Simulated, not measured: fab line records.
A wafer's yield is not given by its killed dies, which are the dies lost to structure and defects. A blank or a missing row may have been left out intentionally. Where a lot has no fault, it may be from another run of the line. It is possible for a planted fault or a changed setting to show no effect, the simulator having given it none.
What tool caused it? / flow ritCmos / 7 lots, 21 wafers sampled, at 2 steps of a route of 202

## WHAT EACH GAUGE READ, for each wafer
RIT_PWELL_TW_MEAS_10.
lot=L175; measured=day 2 07:53; on=filmMetro-01; PWELL_TW=947 939 947
lot=L177; measured=day 2 13:58; on=filmMetro-01; PWELL_TW=949 941 946
lot=L185; measured=day 4 05:38; on=filmMetro-04; PWELL_TW=1068 1065 1073
lot=L188; measured=day 4 21:21; on=filmMetro-01; PWELL_TW=947 945 941
lot=L190; measured=day 5 08:29; on=filmMetro-01; PWELL_TW=941 938 938
lot=L192; measured=day 5 17:07; on=filmMetro-02; PWELL_TW=946 951 951
lot=L196; measured=day 6 14:14; on=filmMetro-02; PWELL_TW=943 942 946

## EACH LOT AND THE TOOL THAT RAN IT (in order: tool; ch and the chambers of the sampled wafers; start)
lot=L175; RIT_PWELL_IMPLANT_08=implanter-01 ch 0, day 2 07:36
lot=L177; RIT_PWELL_IMPLANT_08=implanter-01 ch 0, day 2 13:38
lot=L185; RIT_PWELL_IMPLANT_08=implanter-02 ch 0, day 4 05:19
lot=L188; RIT_PWELL_IMPLANT_08=implanter-04 ch 0, day 4 21:02
lot=L190; RIT_PWELL_IMPLANT_08=implanter-04 ch 0, day 5 08:11
lot=L192; RIT_PWELL_IMPLANT_08=implanter-04 ch 0, day 5 16:47
lot=L196; RIT_PWELL_IMPLANT_08=implanter-04 ch 0, day 6 13:55
- RIT_PWELL_IMPLANT_08

## THE ANSWER, worked out from the rows above alone
Rule: usual is defined by the lots themselves. The widest of any qualifying gaps counts: lots, ordered by their means at a reading, are off when they make up no more than a third of the lots, leave a main group of 4 or more, and stand apart from it by 3 or more times the standard deviation of that group's means. If all means in a main group match to the digits the tables above print for the reading, that group is not used. A lot without any number at a reading at which 4 lots or more have one is off too. All remaining lots with rows at the step are treated as sound.
Off: at RIT_PWELL_TW_MEAS_10 (PWELL_TW), L185. The main group: mean 944, standard deviation 3.
A tool fits if, at a process step before that reading, it ran every lot that is off, and no sound lot after the first of them. Gauges at RIT_PWELL_TW_MEAS_10: tried the same way as those tools. Undecided on this evidence; 2 tools fit (implanter-02 at RIT_PWELL_IMPLANT_08, filmMetro-04 at RIT_PWELL_TW_MEAS_10).

## WHAT WAS PUT IN BY THE SIMULATOR
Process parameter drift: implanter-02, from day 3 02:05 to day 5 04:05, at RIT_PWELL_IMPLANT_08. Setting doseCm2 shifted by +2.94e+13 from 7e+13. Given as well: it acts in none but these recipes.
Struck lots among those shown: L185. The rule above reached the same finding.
